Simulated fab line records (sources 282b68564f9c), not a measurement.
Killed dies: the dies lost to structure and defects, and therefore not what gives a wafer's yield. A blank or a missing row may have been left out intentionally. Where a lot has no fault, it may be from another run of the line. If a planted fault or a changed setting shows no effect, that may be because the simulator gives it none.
Problem report, 8D (eight disciplines) form, completed by code	flow ritCmos	the parts of the form that need people (team, actions taken, sign-off) are left out

1. THE PROBLEM
NSD_TW at RIT_NSD_TW_MEAS_10 reads a mean of 2851 on 6 wafers of 2 lots; wafers without a fault read 3121 with a standard deviation of 25. That is -11 standard deviations from the usual mean.
Earliest sighting: wafer L638.1 on filmMetro-02 at day 3 23:41. The record has a number at this step for 42 wafers belonging to 14 lots. Rule for "out" (also "out of limits"): further than 4 standard deviations from the usual mean. The rest of the wafers with a number are treated as sound.

2. WHAT IT IS, WHAT IT ISN'T
question	is	is not
which readings at this step	NSD_TW	-
which lots	L638, L640	L636, L637, L639, L642, L650, L651, L652, L654, L655, L657, L658, L659
which wafers of those lots	all that have a number	-
read on which gauges	filmMetro-02	filmMetro-01, filmMetro-04
when	from day 3 23:41	up to then (6 sound wafers); but 30 sound wafers of L639, L642, L650, L651, L652, L654, L655, L657, L658, L659 came after

3. SUSPECTS, AND WHAT RULES EACH OUT
Counting: any tool at a process step up to the reading is kept as a suspect provided that every lot that is out went through it and no sound lot did after the first of them.
- the gauge at RIT_NSD_TW_MEAS_10: ruled out. All the wafers that are out were read on filmMetro-02, but those of them that RIT_NSD_IMPLANT_08 has rows for are out there too, on other tools.
- implanter-02 at RIT_NSD_IMPLANT_08: kept. It ran every lot that is out, first L638 (day 3 23:21), and no sound lot after that; its last sound lot up to then is L637 (day 3 18:09). Its own readings are out on those wafers: beamEnergyKeV.
The count leaves implanter-02 at RIT_NSD_IMPLANT_08.

4. THE CAUSE (what the simulator had put in)
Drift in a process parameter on implanter-02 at RIT_NSD_IMPLANT_08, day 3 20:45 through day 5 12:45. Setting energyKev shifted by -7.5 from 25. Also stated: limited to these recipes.
The count eliminated every tool but this one.

5. THE EFFECT CHAIN, in route order
Each row: a reading where the mean over the struck wafers with a number is more than 3 standard deviations away from the usual. Scope: only readings with a usual standard deviation given in the record; hours: median across lots of the time from each lot's start at the first step in this table that gives one to its start at this step; sigmas: change in usual standard deviations.
hours	step	reading	usual	on struck wafers	change	sigmas
0	RIT_NSD_IMPLANT_08	beamEnergyKeV	24.999	17.504	-7.495	-99 or more
0	RIT_NSD_TW_MEAS_10	NSD_TW	3121	2851	-270	-11
3	RIT_SDANNEAL_RS_MEAS_05	NSD_RS	84.4 ohm/sq	87.7	+3.2	+10
Process steps it contains:
- RIT_NSD_IMPLANT_08

6. WHAT WOULD HAVE CAUGHT IT SOONER
The first out-of-limits reading at a measuring or inspecting step in this record came at day 3 23:41, 3 hours after the fault's start at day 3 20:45.
Tool's own readings at RIT_NSD_IMPLANT_08, beamEnergyKeV: out on all struck wafers the step has rows for; an alarm limit on them would have tripped on the first.
Among the 2 lots that are out, L640 began RIT_NSD_IMPLANT_08 on implanter-02 after day 3 23:41. Had the tool been put on hold then, it would have been spared.
